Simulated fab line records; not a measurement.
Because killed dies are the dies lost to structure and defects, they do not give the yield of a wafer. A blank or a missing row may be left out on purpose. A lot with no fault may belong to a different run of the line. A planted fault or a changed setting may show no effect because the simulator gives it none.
Shared-tool check || flow berkeleyCmos170 || 14 lots and 42 wafers in the sample

## THE REASON FOR OPENING IT
At UCB170_V1_THK_MEAS_01 the reading V1_TEOS_THK is flagged on 3 of 14 lots. Wafers without a fault read 2003 nm, standard deviation 30.
Rule: a lot is flagged in two cases, either no wafer of it has a number, or all its wafers with numbers fall more than 4 standard deviations from that mean. As for the other lots, they are considered sound.

{"lot": "L645", "measured": "day 8 15:28", "on": "filmMetro-02", "V1_TEOS_THK (nm), wafer by wafer": "1999 2008 2045", "flag": ""}
{"lot": "L644", "measured": "day 8 16:49", "on": "filmMetro-02", "V1_TEOS_THK (nm), wafer by wafer": "1993 2042 2030", "flag": ""}
{"lot": "L646", "measured": "day 9 04:16", "on": "filmMetro-04", "V1_TEOS_THK (nm), wafer by wafer": "1983 1975 2001", "flag": ""}
{"lot": "L648", "measured": "day 9 07:57", "on": "filmMetro-01", "V1_TEOS_THK (nm), wafer by wafer": "2008 2062 2033", "flag": ""}
{"lot": "L649", "measured": "day 9 18:29", "on": "filmMetro-01", "V1_TEOS_THK (nm), wafer by wafer": "1976 2034 2031", "flag": ""}
{"lot": "L653", "measured": "day 10 05:12", "on": "filmMetro-01", "V1_TEOS_THK (nm), wafer by wafer": "1958 2047 2048", "flag": ""}
{"lot": "L652", "measured": "day 10 06:33", "on": "filmMetro-01", "V1_TEOS_THK (nm), wafer by wafer": "2006 1993 2021", "flag": ""}
{"lot": "L654", "measured": "day 10 22:55", "on": "filmMetro-02", "V1_TEOS_THK (nm), wafer by wafer": "1964 2014 1977", "flag": ""}
{"lot": "L659", "measured": "day 11 16:23", "on": "filmMetro-02", "V1_TEOS_THK (nm), wafer by wafer": "2028 2011 2053", "flag": ""}
{"lot": "L658", "measured": "day 11 16:24", "on": "filmMetro-04", "V1_TEOS_THK (nm), wafer by wafer": "1784 1760 1792", "flag": "FLAGGED"}
{"lot": "L661", "measured": "day 12 01:32", "on": "filmMetro-04", "V1_TEOS_THK (nm), wafer by wafer": "1774 1820 1822", "flag": "FLAGGED"}
{"lot": "L663", "measured": "day 12 02:51", "on": "filmMetro-02", "V1_TEOS_THK (nm), wafer by wafer": "1999 2023 2029", "flag": ""}
{"lot": "L662", "measured": "day 12 04:11", "on": "filmMetro-01", "V1_TEOS_THK (nm), wafer by wafer": "1807 1830 1847", "flag": "FLAGGED"}
{"lot": "L665", "measured": "day 12 18:38", "on": "filmMetro-02", "V1_TEOS_THK (nm), wafer by wafer": "1926 2000 1979", "flag": ""}
Average over the flagged lots: 1804 nm; offset from the usual -199 nm, equal to -7 standard deviations.

## TOOL THAT RAN EACH LOT
The record holds 2 process steps before the reading, out of a route of 331 steps. Cell contents, in order: the tool; ch with the chambers the sampled wafers went through; the start.
{"lot": "L645", "flag": "", "UCB170_CONTACT_STRIP_06": "plasmaAsher-04 ch 1, day 8 10:01", "UCB170_V1_CVD_00": "pecvd-04 ch 0,1, day 8 15:19"}
{"lot": "L644", "flag": "", "UCB170_CONTACT_STRIP_06": "plasmaAsher-02 ch 0,1, day 8 10:38", "UCB170_V1_CVD_00": "pecvd-01 ch 0,2, day 8 16:38"}
{"lot": "L646", "flag": "", "UCB170_CONTACT_STRIP_06": "plasmaAsher-04 ch 0,1, day 8 22:26", "UCB170_V1_CVD_00": "pecvd-03 ch 0,1,2, day 9 04:06"}
{"lot": "L648", "flag": "", "UCB170_CONTACT_STRIP_06": "plasmaAsher-01 ch 0,1, day 9 01:09", "UCB170_V1_CVD_00": "pecvd-04 ch 1,2, day 9 07:46"}
{"lot": "L649", "flag": "", "UCB170_CONTACT_STRIP_06": "plasmaAsher-01 ch 1, day 9 12:30", "UCB170_V1_CVD_00": "pecvd-04 ch 0,2, day 9 18:20"}
{"lot": "L653", "flag": "", "UCB170_CONTACT_STRIP_06": "plasmaAsher-02 ch 0,1, day 9 23:16", "UCB170_V1_CVD_00": "pecvd-01 ch 1,2, day 10 05:03"}
{"lot": "L652", "flag": "", "UCB170_CONTACT_STRIP_06": "plasmaAsher-01 ch 0,1, day 10 00:46", "UCB170_V1_CVD_00": "pecvd-04 ch 0,1, day 10 06:23"}
{"lot": "L654", "flag": "", "UCB170_CONTACT_STRIP_06": "plasmaAsher-01 ch 0,1, day 10 15:46", "UCB170_V1_CVD_00": "pecvd-03 ch 0,1, day 10 22:46"}
{"lot": "L659", "flag": "", "UCB170_CONTACT_STRIP_06": "plasmaAsher-01 ch 0,1, day 11 07:16", "UCB170_V1_CVD_00": "pecvd-01 ch 0,1,2, day 11 16:14"}
{"lot": "L658", "flag": "FLAGGED", "UCB170_CONTACT_STRIP_06": "plasmaAsher-01 ch 0,1, day 11 08:13", "UCB170_V1_CVD_00": "pecvd-04 ch 1,2, day 11 16:14"}
{"lot": "L661", "flag": "FLAGGED", "UCB170_CONTACT_STRIP_06": "plasmaAsher-02 ch 0,1, day 11 19:59", "UCB170_V1_CVD_00": "pecvd-04 ch 0,1, day 12 01:22"}
{"lot": "L663", "flag": "", "UCB170_CONTACT_STRIP_06": "plasmaAsher-04 ch 0, day 11 21:25", "UCB170_V1_CVD_00": "pecvd-01 ch 0,1, day 12 02:41"}
{"lot": "L662", "flag": "FLAGGED", "UCB170_CONTACT_STRIP_06": "plasmaAsher-02 ch 0,1, day 11 21:31", "UCB170_V1_CVD_00": "pecvd-04 ch 0,1,2, day 12 04:01"}
{"lot": "L665", "flag": "", "UCB170_CONTACT_STRIP_06": "plasmaAsher-02 ch 0,1, day 12 12:10", "UCB170_V1_CVD_00": "pecvd-03 ch 0,1, day 12 18:28"}
What these steps do:
- UCB170_CONTACT_STRIP_06: strips in O2.
- UCB170_V1_CVD_00: deposits SiO2 from TEOS/O2, target thk 2000 nm, time 250 s.
- UCB170_V1_THK_MEAS_01

## FLAGGED OVER TOTAL, TOOL BY TOOL (the gauges that took the reading come last)
{"step": "UCB170_CONTACT_STRIP_06", "tool": "plasmaAsher-01", "lots run": 6, "flagged": 1, "share of the flagged lots": "some", "sound lots run after its first flagged lot": 0}
{"step": "UCB170_CONTACT_STRIP_06", "tool": "plasmaAsher-02", "lots run": 5, "flagged": 2, "share of the flagged lots": "some", "sound lots run after its first flagged lot": "1 (L665)"}
{"step": "UCB170_CONTACT_STRIP_06", "tool": "plasmaAsher-04", "lots run": 3, "flagged": 0, "share of the flagged lots": "none", "sound lots run after its first flagged lot": "-"}
{"step": "UCB170_V1_CVD_00", "tool": "pecvd-01", "lots run": 4, "flagged": 0, "share of the flagged lots": "none", "sound lots run after its first flagged lot": "-"}
{"step": "UCB170_V1_CVD_00", "tool": "pecvd-03", "lots run": 3, "flagged": 0, "share of the flagged lots": "none", "sound lots run after its first flagged lot": "-"}
{"step": "UCB170_V1_CVD_00", "tool": "pecvd-04", "lots run": 7, "flagged": 3, "share of the flagged lots": "all", "sound lots run after its first flagged lot": 0}
{"step": "UCB170_V1_THK_MEAS_01", "tool": "filmMetro-01", "lots run": 5, "flagged": 1, "share of the flagged lots": "some", "sound lots run after its first flagged lot": 0}
{"step": "UCB170_V1_THK_MEAS_01", "tool": "filmMetro-02", "lots run": 6, "flagged": 0, "share of the flagged lots": "none", "sound lots run after its first flagged lot": "-"}
{"step": "UCB170_V1_THK_MEAS_01", "tool": "filmMetro-04", "lots run": 3, "flagged": 2, "share of the flagged lots": "some", "sound lots run after its first flagged lot": 0}

## WHAT THE TABLE PERMITS
Rows of the table that ran each flagged lot: 1, that is pecvd-04 at UCB170_V1_CVD_00.
- pecvd-04 at UCB170_V1_CVD_00 ran 7 lots, 3 of them flagged. A fault beginning between L652 (day 10 06:23), its last sound lot, and L658 (day 11 16:14), its first flagged one, fits the data.
Left over: one tool, pecvd-04 at UCB170_V1_CVD_00.

## WHAT THE SIMULATOR HAD INSERTED
Site profile drift: pecvd-04, from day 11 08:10 on, at UCB170_V1_CVD_00. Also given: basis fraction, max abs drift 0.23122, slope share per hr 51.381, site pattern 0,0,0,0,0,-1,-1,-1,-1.
Struck lots among those shown: L658, L661, L662. This agrees with what the rule above found.
